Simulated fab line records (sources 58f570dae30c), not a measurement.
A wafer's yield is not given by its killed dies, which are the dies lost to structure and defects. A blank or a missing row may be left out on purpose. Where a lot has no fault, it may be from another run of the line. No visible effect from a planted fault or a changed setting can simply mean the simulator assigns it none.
Which of the tools did it? | flow berkeley-cmos170 | 42 wafers from 14 lots sampled at 3 of the route's 331 steps

WHAT EACH GAUGE READ, for each wafer
UCB170_PVT_TW_MEAS_09.
lot  | measured     | on            | PVT_TW
L833 | day 7 05:19  | film-metro-02 | 502.6 504.1 500.7
L834 | day 7 15:05  | film-metro-04 | 511.5 508.1 509.1
L839 | day 8 15:45  | film-metro-02 | 505.2 503.6 504.7
L838 | day 8 16:03  | film-metro-04 | 513.1 510.3 515.6
L837 | day 8 16:17  | film-metro-03 | 505.1 505.6 507.2
L841 | day 9 09:47  | film-metro-04 | 504.6 505.4 507.7
L844 | day 10 01:14 | film-metro-02 | 29.8 30.1 30.0
L845 | day 10 01:31 | film-metro-03 | 29.9 30.0 30.2
L847 | day 10 09:29 | film-metro-02 | 504.9 508.3 507.6
L846 | day 10 09:51 | film-metro-02 | 508.6 506.6 508.9
L850 | day 11 03:25 | film-metro-02 | 509.0 506.7 505.2
L851 | day 11 04:29 | film-metro-02 | 506.2 506.8 505.3
L854 | day 12 00:46 | film-metro-03 | 506.5 503.6 502.9
L853 | day 12 01:02 | film-metro-04 | 512.6 509.9 508.9

WHAT TOOL EACH LOT RAN ON (gives the tool, then ch and the chambers of the sampled wafers, and finally the start)
lot  | UCB170_NVT_STRIP_08                  | UCB170_PVT_STRIP_08
L833 | plasma-asher-01 ch 0,1, day 7 01:50  | plasma-asher-01 ch 0,1, day 7 05:13
L834 | plasma-asher-01 ch 0,1, day 7 12:40  | plasma-asher-01 ch 0,1, day 7 14:59
L839 | plasma-asher-04 ch 0,1, day 8 14:09  | plasma-asher-02 ch 0,1, day 8 15:39
L838 | plasma-asher-01 ch 0,1, day 8 14:16  | plasma-asher-01 ch 0,1, day 8 15:58
L837 | plasma-asher-03 ch 0,1, day 8 14:26  | plasma-asher-03 ch 1, day 8 16:10
L841 | plasma-asher-03 ch 0,1, day 9 08:19  | plasma-asher-03 ch 0, day 9 09:40
L844 | plasma-asher-04 ch 0,1, day 9 23:35  | plasma-asher-02 ch 0,1, day 10 01:08
L845 | plasma-asher-03 ch 0,1, day 9 23:55  | plasma-asher-01 ch 0,1, day 10 01:24
L847 | plasma-asher-01 ch 0,1, day 10 07:49 | plasma-asher-01 ch 0,1, day 10 09:19
L846 | plasma-asher-03 ch 0,1, day 10 08:06 | plasma-asher-02 ch 0,1, day 10 09:37
L850 | plasma-asher-03 ch 0,1, day 10 22:53 | plasma-asher-01 ch 0,1, day 11 03:19
L851 | plasma-asher-01 ch 0,1, day 10 23:23 | plasma-asher-02 ch 1, day 11 04:23
L854 | plasma-asher-04 ch 0,1, day 11 20:39 | plasma-asher-03 ch 0, day 12 00:40
L853 | plasma-asher-01 ch 0,1, day 11 20:56 | plasma-asher-02 ch 0,1, day 12 00:56
- UCB170_NVT_STRIP_08: strips in O2.
- UCB170_PVT_STRIP_08: strips in O2.

WHAT THE TOOLS THEMSELVES READ (means of the sampled wafers that have a number; where no wafer has one, the mark that the record gives instead)
UCB170_NVT_STRIP_08.
lot  | tool            | chamber-pressure-mTorr (mTorr) | drypump-motor-current-A (A) | oes-product-au (a.u.) | strip-time-to-endpoint-s (s)
L833 | plasma-asher-01 | 3499                           | 6.6                         | 0.735                 | 21.48
L834 | plasma-asher-01 | 3503                           | 6.5                         | 0.740                 | 21.60
L839 | plasma-asher-04 | 3499                           | 5.9                         | 0.734                 | 21.60
L838 | plasma-asher-01 | 3499                           | 6.5                         | 0.736                 | 21.65
L837 | plasma-asher-03 | 3503                           | 5.3                         | 0.733                 | 21.59
L841 | plasma-asher-03 | 3496                           | 5.4                         | 0.738                 | 21.64
L844 | plasma-asher-04 | -                              | -                           | -                     | -
L845 | plasma-asher-03 | -                              | -                           | -                     | -
L847 | plasma-asher-01 | 3500                           | 6.5                         | 0.731                 | 21.71
L846 | plasma-asher-03 | 3499                           | 5.3                         | 0.736                 | 21.57
L850 | plasma-asher-03 | 3500                           | 5.3                         | 0.735                 | 21.62
L851 | plasma-asher-01 | 3500                           | 6.5                         | 0.733                 | 21.58
L854 | plasma-asher-04 | 3503                           | 5.9                         | 0.733                 | 21.69
L853 | plasma-asher-01 | 3500                           | 6.5                         | 0.734                 | 21.60

UCB170_PVT_STRIP_08.
lot  | tool            | chamber-pressure-mTorr (mTorr) | drypump-motor-current-A (A) | oes-product-au (a.u.) | strip-time-to-endpoint-s (s)
L833 | plasma-asher-01 | 3500                           | 6.6                         | 0.739                 | 21.60
L834 | plasma-asher-01 | 3499                           | 6.6                         | 0.736                 | 21.67
L839 | plasma-asher-02 | 3500                           | 6.0                         | 0.738                 | 21.68
L838 | plasma-asher-01 | 3502                           | 6.5                         | 0.732                 | 21.60
L837 | plasma-asher-03 | 3502                           | 5.6                         | 0.733                 | 21.66
L841 | plasma-asher-03 | 3500                           | 5.1                         | 0.729                 | 21.59
L844 | plasma-asher-02 | 3499                           | 6.0                         | 0.735                 | 47.81
L845 | plasma-asher-01 | 3500                           | 6.5                         | 0.739                 | 47.89
L847 | plasma-asher-01 | 3501                           | 6.5                         | 0.735                 | 21.59
L846 | plasma-asher-02 | 3499                           | 5.6                         | 0.731                 | 21.59
L850 | plasma-asher-01 | 3501                           | 6.5                         | 0.734                 | 21.66
L851 | plasma-asher-02 | 3496                           | 5.2                         | 0.728                 | 21.65
L854 | plasma-asher-03 | 3498                           | 5.1                         | 0.737                 | 21.65
L853 | plasma-asher-02 | 3498                           | 6.0                         | 0.732                 | 21.56

THE ANSWER, worked out from the rows above alone
Rule: what is usual is taken from the lots themselves. Put in order of their means at a reading, lots are off if they are a third of the lots or fewer, leave a main group of 4 or more, and stand apart from it by a gap of 3 or more times the standard deviation of the main group's means; of several such gaps the widest counts. The tables above print the reading to a certain number of digits; a main group whose means all agree to those digits is not used. A lot without any number at a reading at which 4 lots or more have one is off too. Any other lot the step has rows for is counted as sound. First the gauges in route order, then the tools' own readings, where a lot's mean is used as printed above. The first step at which some lot is off is used, and at that step the reading that is off furthest; a lot without a number counts as furthest.
Off: L844, L845, seen at UCB170_PVT_TW_MEAS_09 (PVT_TW). The main group has a mean of 507.0 with a standard deviation of 2.8.
A tool fits if, at a process step before that reading, it ran every lot that is off, and no sound lot after the first of them. Not tried: the gauges at UCB170_PVT_TW_MEAS_09; whatever is off there is also off at UCB170_NVT_STRIP_08, on other tools, and gauge error can't account for it. Of those tried, none fits.

WHAT HAD BEEN PUT IN BY THE SIMULATOR
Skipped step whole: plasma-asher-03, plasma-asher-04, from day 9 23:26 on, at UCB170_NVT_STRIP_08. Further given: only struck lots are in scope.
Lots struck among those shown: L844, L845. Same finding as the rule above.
